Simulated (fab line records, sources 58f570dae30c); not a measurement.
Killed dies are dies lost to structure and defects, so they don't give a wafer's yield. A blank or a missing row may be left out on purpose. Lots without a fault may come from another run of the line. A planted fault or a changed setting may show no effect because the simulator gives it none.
Which tool did it? | flow berkeley_cmos170 | 14 lots, 42 wafers sampled, at 6 steps of a route of 331

WHAT THE GAUGES READ, wafer by wafer
UCB170_ACTIVE_THK_MEAS_06. Usual: ACTIVE_NITRIDE_THK 219.7 nm, standard deviation 1.5.
lot  | measured    | on            | ACTIVE_NITRIDE_THK (nm) | flag
L187 | day 4 21:09 | film_metro-04 | 222.7 220.1 219.7       |
L188 | day 5 07:56 | film_metro-04 | 219.3 219.8 219.6       |
L190 | day 5 08:01 | film_metro-02 | 220.6 220.8 224.1       |
L192 | day 5 20:07 | film_metro-04 | 217.3 218.9 218.4       |
L191 | day 5 20:08 | film_metro-02 | 220.2 219.6 217.4       |
L193 | day 6 09:51 | film_metro-04 | 220.2 219.4 219.9       |
L198 | day 7 05:04 | film_metro-01 | 219.6 219.3 221.2       |
L203 | day 7 15:36 | film_metro-04 | 221.7 222.5 221.0       |
L204 | day 8 08:32 | film_metro-01 | 217.3 218.0 217.9       |
L205 | day 8 08:32 | film_metro-04 | 219.8 220.8 219.9       |
L208 | day 8 19:10 | film_metro-01 | 218.7 219.6 219.1       |
L206 | day 8 19:10 | film_metro-02 | 218.9 219.4 219.2       |
L209 | day 9 07:14 | film_metro-02 | 219.4 218.8 217.4       |
L210 | day 9 07:16 | film_metro-04 | 223.1 222.8 220.9       |

UCB170_NLDD_TW_MEAS_11. Usual: NLDD_TW 2206, standard deviation 20.
lot  | measured     | on            | NLDD_TW        | flag
L187 | day 7 13:40  | film_metro-04 | 2193 2198 2185 |
L188 | day 7 23:44  | film_metro-02 | 2228 2223 2233 |
L190 | day 8 00:01  | film_metro-02 | 2237 2242 2228 |
L192 | day 8 16:38  | film_metro-04 | 2319 2313 2320 | OFF
L191 | day 8 16:05  | film_metro-01 | 2221 2217 2226 |
L193 | day 8 16:23  | film_metro-04 | 2202 2182 2200 |
L198 | day 9 14:02  | film_metro-01 | 2338 2319 2323 | OFF
L203 | day 10 12:02 | film_metro-04 | 2199 2192 2194 |
L204 | day 10 22:37 | film_metro-02 | 2225 2228 2228 |
L205 | day 10 22:10 | film_metro-04 | 2173 2189 2185 |
L208 | day 11 14:19 | film_metro-04 | 2181 2184 2188 |
L206 | day 11 15:08 | film_metro-02 | 2212 2224 2217 |
L209 | day 12 01:55 | film_metro-02 | 2227 2228 2226 |
L210 | day 12 02:08 | film_metro-01 | 2218 2212 2231 |

UCB170_PSD_CD_MEAS_06: target cd 1200 nm. Usual: cd_nm 1200.2 nm, standard deviation 1.6.
lot  | measured     | on        | cd_nm (nm)           | flag
L187 | day 7 19:56  | cd_sem-02 | 1202.3 1201.5 1200.5 |
L188 | day 8 07:05  | cd_sem-01 | 1200.4 1200.5 1199.0 |
L190 | day 8 07:23  | cd_sem-01 | 1198.3 1198.1 1199.3 |
L192 | day 8 23:27  | cd_sem-01 | 1200.9 1202.0 1199.7 |
L191 | day 8 22:58  | cd_sem-01 | 1199.4 1198.1 1200.0 |
L193 | day 8 23:14  | cd_sem-02 | 1199.0 1200.7 1200.7 |
L198 | day 9 21:59  | cd_sem-01 | 1200.0 1199.5 1200.0 |
L203 | day 10 17:03 | cd_sem-01 | 1199.6 1198.9 1198.3 |
L204 | day 11 10:42 | cd_sem-02 | 1202.5 1200.9 1200.2 |
L205 | day 11 10:26 | cd_sem-02 | 1202.1 1203.8 1203.1 |
L208 | day 11 20:53 | cd_sem-02 | 1200.6 1199.0 1198.7 |
L206 | day 11 20:36 | cd_sem-01 | 1202.0 1202.2 1202.4 |
L209 | day 12 11:07 | cd_sem-01 | 1200.0 1199.7 1200.0 |
L210 | day 12 11:07 | cd_sem-02 | 1199.8 1198.7 1197.4 |

UCB170_SDANNEAL_RS_MEAS_05: measures by four-point-probe. Usual: NLDD_RS 616.0 ohm/sq, standard deviation 1.9.
lot  | measured     | on            | NLDD_RS (ohm/sq)  | flag
L187 | day 8 00:00  | film_metro-04 | 613.8 614.7 616.1 |
L188 | day 8 13:03  | film_metro-01 | 614.0 614.3 614.4 |
L190 | day 8 13:00  | film_metro-04 | 618.3 617.1 616.9 |
L192 | day 9 06:37  | film_metro-01 | 574.4 575.7 574.4 | OFF
L191 | day 9 04:19  | film_metro-04 | 615.9 615.8 613.6 |
L193 | day 9 04:33  | film_metro-02 | 619.8 618.3 620.4 |
L198 | day 10 03:18 | film_metro-04 | 578.2 578.5 579.5 | OFF
L203 | day 10 23:22 | film_metro-02 | 618.4 618.5 616.5 |
L204 | day 11 15:24 | film_metro-04 | 612.4 613.7 613.8 |
L205 | day 11 14:53 | film_metro-02 | 617.3 618.6 618.6 |
L208 | day 12 01:16 | film_metro-01 | 614.7 615.5 613.5 |
L206 | day 12 00:54 | film_metro-02 | 616.1 616.4 617.7 |
L209 | day 12 14:48 | film_metro-01 | 616.5 616.3 617.8 |
L210 | day 12 18:27 | film_metro-01 | 616.3 614.9 616.3 |

WHICH TOOL RAN EACH LOT (tool, then ch and the chambers of the sampled wafers, then the start)
lot  | UCB170_PFIELD_STRIP_08              | UCB170_NLDD_IMPLANT_09
L187 | plasma_asher-01 ch 0,1, day 5 00:47 | implanter-04 ch 0, day 7 13:25
L188 | plasma_asher-03 ch 0,1, day 5 11:32 | implanter-03 ch 0, day 7 23:29
L190 | plasma_asher-01 ch 0,1, day 5 12:10 | implanter-04 ch 0, day 7 23:47
L192 | plasma_asher-03 ch 0,1, day 5 23:48 | implanter-04 ch 0, day 8 16:25
L191 | plasma_asher-01 ch 0,1, day 5 23:59 | implanter-04 ch 0, day 8 15:52
L193 | plasma_asher-02 ch 0,1, day 6 13:03 | implanter-03 ch 0, day 8 16:10
L198 | plasma_asher-01 ch 0,1, day 7 09:50 | implanter-04 ch 0, day 9 13:49
L203 | plasma_asher-01 ch 0,1, day 7 19:05 | implanter-03 ch 0, day 10 11:46
L204 | plasma_asher-02 ch 0,1, day 8 12:41 | implanter-02 ch 0, day 10 22:22
L205 | plasma_asher-01 ch 0,1, day 8 11:31 | implanter-03 ch 0, day 10 21:56
L208 | plasma_asher-03 ch 0,1, day 8 22:25 | implanter-03 ch 0, day 11 14:04
L206 | plasma_asher-02 ch 0, day 8 22:11   | implanter-02 ch 0, day 11 14:53
L209 | plasma_asher-02 ch 0,1, day 9 13:03 | implanter-02 ch 0, day 12 01:43
L210 | plasma_asher-03 ch 0,1, day 9 13:08 | implanter-03 ch 0, day 12 01:55
- UCB170_PFIELD_STRIP_08: strips in O2.
- UCB170_NLDD_IMPLANT_09

WHAT THE TOOLS THEMSELVES READ (means of the sampled wafers that have a number; where no wafer has one, the mark that the record gives instead)
UCB170_PFIELD_STRIP_08. Usual: drypump_motor_current_A 5.48 A, standard deviation 0.24; oes_product_au 0.734 a.u., standard deviation 0.0044; strip_time_to_endpoint_s 21.60 s, standard deviation 0.063.
lot  | tool            | drypump_motor_current_A (A) | oes_product_au (a.u.) | strip_time_to_endpoint_s (s) | flag
L187 | plasma_asher-01 | 5.31                        | 0.741                 | 21.66                        |
L188 | plasma_asher-03 | 5.58                        | 0.732                 | 21.55                        |
L190 | plasma_asher-01 | 5.57                        | 0.738                 | 21.60                        |
L192 | plasma_asher-03 | 5.58                        | 0.733                 | 21.57                        |
L191 | plasma_asher-01 | 5.30                        | 0.731                 | 21.60                        |
L193 | plasma_asher-02 | 5.38                        | 0.737                 | 21.54                        |
L198 | plasma_asher-01 | 5.56                        | 0.730                 | 21.68                        |
L203 | plasma_asher-01 | 5.56                        | 0.735                 | 21.48                        |
L204 | plasma_asher-02 | 5.36                        | 0.737                 | 21.64                        |
L205 | plasma_asher-01 | 5.30                        | 0.731                 | 21.58                        |
L208 | plasma_asher-03 | 5.59                        | 0.732                 | 21.56                        |
L206 | plasma_asher-02 | 5.36                        | 0.736                 | 21.55                        |
L209 | plasma_asher-02 | 5.39                        | 0.735                 | 21.61                        |
L210 | plasma_asher-03 | 5.61                        | 0.736                 | 21.62                        |

UCB170_NLDD_IMPLANT_09. Usual: beam_energy_keV 30.000, standard deviation 0.0091.
lot  | tool         | beam_energy_keV | flag
L187 | implanter-04 | 29.994          |
L188 | implanter-03 | 30.007          |
L190 | implanter-04 | 29.995          |
L192 | implanter-04 | 40.492          | OFF
L191 | implanter-04 | 30.003          |
L193 | implanter-03 | 30.003          |
L198 | implanter-04 | 40.516          | OFF
L203 | implanter-03 | 30.003          |
L204 | implanter-02 | 29.999          |
L205 | implanter-03 | 29.990          |
L208 | implanter-03 | 29.994          |
L206 | implanter-02 | 30.004          |
L209 | implanter-02 | 30.015          |
L210 | implanter-03 | 29.995          |

THE ANSWER, worked out from the rows above alone
Rule: a lot is off if the mean of its wafers that have a number lies more than 3 standard deviations from the usual mean. A lot without any number at a reading at which 4 lots or more have one is off too. The other lots that the step has rows for count as sound. The gauges are gone through in route order, then the tools' own readings, and for those a lot's mean is taken as printed above. The first step at which some lot is off is used, and at that step the reading that is off furthest; a lot without a number counts as furthest.
Off: L192, L198, at UCB170_NLDD_TW_MEAS_11 (NLDD_TW).
A tool fits if, at a process step before that reading, it ran every lot that is off, and no sound lot after the first of them. The gauges at UCB170_NLDD_TW_MEAS_11 aren't tried: what is off there is off at UCB170_NLDD_IMPLANT_09 too, on other tools, and a gauge's error can't cause that. One fits: implanter-04 at UCB170_NLDD_IMPLANT_09. Its last sound lot is L191 (day 8 15:52), its first lot that is off L192 (day 8 16:25): a fault that began between those two fits.
The tool's own readings at UCB170_NLDD_IMPLANT_09 bear it out: on the lots that are off they differ by more than 5 times the standard deviation of the sound lots' means. beam_energy_keV reads 40.504 there against 30.000 on the sound lots.

WHAT THE SIMULATOR HAD PUT IN
Process parameter drift: implanter-04, from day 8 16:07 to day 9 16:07, at UCB170_NLDD_IMPLANT_09. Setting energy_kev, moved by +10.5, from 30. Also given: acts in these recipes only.
Lots struck among those shown: L192, L198. The rule above found the same.
